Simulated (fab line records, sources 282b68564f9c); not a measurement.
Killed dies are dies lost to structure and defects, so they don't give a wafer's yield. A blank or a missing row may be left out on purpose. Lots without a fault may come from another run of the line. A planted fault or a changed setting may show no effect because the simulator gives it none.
Problem report in the 8D (eight disciplines) form, filled by code | flow rit_cmos | the parts of the form that need people (team, actions taken, sign-off) are left out

1. THE PROBLEM
developer_temp_C at RIT_M1_DEVELOP_08 reads a mean of 22.30 C on 6 wafers of 2 lots; wafers without a fault read 22.97 C with a standard deviation of 0.099. That is -6.8 standard deviations from the usual mean.
The step: develop time 68 s.
First seen on wafer L925.1, day 6 05:00, on litho_track-04. The record holds 42 wafers of 14 lots with a number at this step. Rule for "out", or "out of limits": more than 4 standard deviations from the usual mean. The other wafers with a number count as sound.

2. WHAT IT IS AND WHAT IT IS NOT
question                    | is                     | is not
which readings at this step | developer_temp_C       | -
which lots                  | L925, L926             | L911, L913, L914, L915, L916, L917, L918, L919, L921, L922, L923, L930
which wafers of those lots  | all that have a number | -
read on which tools         | litho_track-04         | litho_track-02, litho_track-03
when                        | from day 6 05:00       | up to then (33 sound wafers); but 3 sound wafers of L930 came after

3. SUSPECTS, AND WHAT RULES EACH OUT
Counting: a tool at a process step up to the reading stays a suspect if it ran every lot that is out and no sound lot after the first of them.
- litho_track-04 at RIT_M1_DEVELOP_08 (develop time 68 s): kept. It ran every lot that is out, first L925 (day 6 05:00), and no sound lot after that; its last sound lot up to then is L923 (day 5 20:00). Its own readings are out on those wafers: developer_temp_C.
Left after counting: litho_track-04 at RIT_M1_DEVELOP_08.

4. THE CAUSE (what the simulator had put in)
Process parameter drift: litho_track-04, from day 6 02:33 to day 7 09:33, at RIT_M1_DEVELOP_08. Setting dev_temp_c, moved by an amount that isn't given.
Counting left only this tool.

5. THE CHAIN OF EFFECTS, in route order
Each row: a reading whose mean over the struck wafers that have a number lies more than 3 standard deviations from the usual. Only readings for which the record gives a usual standard deviation are gone through. hours: the time from each lot's start at the first step in this table that gives one to its start at this step, as a median over the lots. sigmas: the change in usual standard deviations.
hours | step              | reading          | usual   | on struck wafers | change | sigmas
0     | RIT_M1_DEVELOP_08 | developer_temp_C | 22.97 C | 22.30            | -0.67  | -6.8
The process steps in it:
- RIT_M1_DEVELOP_08: develop time 68 s.

6. WHAT WOULD HAVE CAUGHT IT SOONER
In this record the first reading out of limits was taken at day 6 05:00, 2 hours after the fault began at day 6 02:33.
